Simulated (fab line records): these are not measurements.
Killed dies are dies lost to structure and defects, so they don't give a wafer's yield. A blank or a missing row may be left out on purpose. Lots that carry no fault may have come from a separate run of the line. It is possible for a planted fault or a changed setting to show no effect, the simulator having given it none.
Comparing a struck lot with a sound one :: flow ritCmos :: 30 out of 202 route steps
Sound: these wafers, L490.1, L490.4, L490.5. The struck wafers were L508.1, L508.2, L508.4. Last of all comes the cause.
At each step with rows: each side's tool, then ch and its chambers, then its first start. Under that, the readings that differ: sound wafers :: struck wafers :: difference of the means :: sigmas: that difference in standard deviations of wafers without a fault.
alike: words and numbers the same on both sides, and readings whose means are apart by under 2 such deviations; not compared: readings that were withheld, readings missing a value for some wafer, numbers with overlapping values and no deviation given by the record, and bounds like >300 which may hide the same value.
Wherever a step has rows on one side only, a row that says differs or no value, or a row with sigmas, the two part there. When numbers do not overlap yet have no deviation, they are printed without sigmas and do not part them. A reading missing from all wafers of one side parts the sides only when that side holds two or more wafers.

RIT_FOX2_THK_MEAS_01:
  struck on filmMetro-03, day 5 22:19; sound on filmMetro-04, day 2 05:10
  alike: FOX2_OXIDE_THK
then, 2 steps without rows for these wafers: RIT_FOX2_CLEAN_02 (cleans in dHF, time 171.4 s); RIT_FOX2_WET_ETCH_03 (etches Si3N4 in H3PO4, target depth 195 nm, time 2700 s).
RIT_FOX2_THK_MEAS_90:
  struck on filmMetro-04, day 5 23:16; sound on filmMetro-01, day 2 06:03
  alike: FIELD_OXIDE_LEFT_1_THK
then, 6 steps without rows for these wafers: RIT_NWELL_HMDS_00 (prime time 62.67 s); RIT_NWELL_COAT_01 (resist thk 1300 nm); RIT_NWELL_SOFTBAKE_02 (time 60 s); RIT_NWELL_EXPOSE_03 (exposes mask M2, target cd 43900 nm); RIT_NWELL_PEB_04; RIT_NWELL_DEVELOP_05 (develop time 68 s).
RIT_NWELL_OVL_MEAS_06:
  struck on overlay-02, day 6 00:13; sound on overlay-01, day 2 06:59
  alike: NWELL_OVL
then, 1 step without rows for these wafers: RIT_NWELL_HARDBAKE_07 (time 120 s).
RIT_NWELL_IMPLANT_08:
  sound on implanter-04 ch 0, day 2 07:16; struck on implanter-03 ch 0, day 6 00:49
  alike: faradayCurrentUA
RIT_NWELL_STRIP_09: strips in O2, time 180 s.
  sound on plasmaAsher-03 ch 0,1, day 2 07:25; struck on plasmaAsher-04 ch 0,1, day 6 00:58
  alike: chamberPressureMTorr, drypumpMotorCurrentA
  not compared: rfHoursCounterH
RIT_NWELL_TW_MEAS_10:
  struck on filmMetro-03, day 6 01:08; sound on filmMetro-03, day 2 07:36
reading: NWELL_TW
sound: 2149 2145 2143
struck: 2675 2691 2665
difference: +531
sigmas: +35
then, 6 steps without rows for these wafers: RIT_PWELL_HMDS_00 (prime time 60 s); RIT_PWELL_COAT_01 (resist thk 1300 nm); RIT_PWELL_SOFTBAKE_02 (time 60 s); RIT_PWELL_EXPOSE_03 (exposes mask M3, target cd 43700 nm); RIT_PWELL_PEB_04; RIT_PWELL_DEVELOP_05 (develop time 68 s).
RIT_PWELL_OVL_MEAS_06:
  struck on overlay-02, day 6 02:16; sound on overlay-02, day 2 08:40
  alike: PWELL_OVL
then, 2 steps without rows for these wafers: RIT_PWELL_HARDBAKE_07 (time 120 s); RIT_PWELL_IMPLANT_08.
RIT_PWELL_STRIP_09: strips in O2, time 180 s.
  sound on plasmaAsher-04 ch 0,1, day 2 09:06; struck on plasmaAsher-04 ch 0,1, day 6 02:43
  alike: chamberPressureMTorr, drypumpMotorCurrentA
  not compared: rfHoursCounterH
RIT_PWELL_TW_MEAS_10:
  struck on filmMetro-02, day 6 02:53; sound on filmMetro-02, day 2 09:16
  alike: PWELL_TW
then, 1 step without rows for these wafers: RIT_WELLDRIVE_ANNEAL_00 (time 14700 s).
RIT_WELLDRIVE_RS_MEAS_01: uses a four-point probe to measure.
  struck on filmMetro-04, day 6 08:13; sound on filmMetro-02, day 2 16:41
reading: NWELL_RS (ohm/sq)
sound: 274.7 275.3 275.5
struck: 183.0 182.3 182.1
difference: -92.7
sigmas: -99 or more
RIT_WELLDRIVE_RS_MEAS_02: uses a four-point probe to measure.
  struck on filmMetro-04, day 6 08:20; sound on filmMetro-02, day 2 16:48
  alike: PWELL_RS
RIT_M1_PROBE_99:
  the record has rows for the struck wafers here (prober-02, day 7 12:59) and none for the sound ones

== WHERE THEY PART ==
At RIT_NWELL_TW_MEAS_10 first; at RIT_M1_PROBE_99 last (within this record only).

WHY: what the simulator had put in
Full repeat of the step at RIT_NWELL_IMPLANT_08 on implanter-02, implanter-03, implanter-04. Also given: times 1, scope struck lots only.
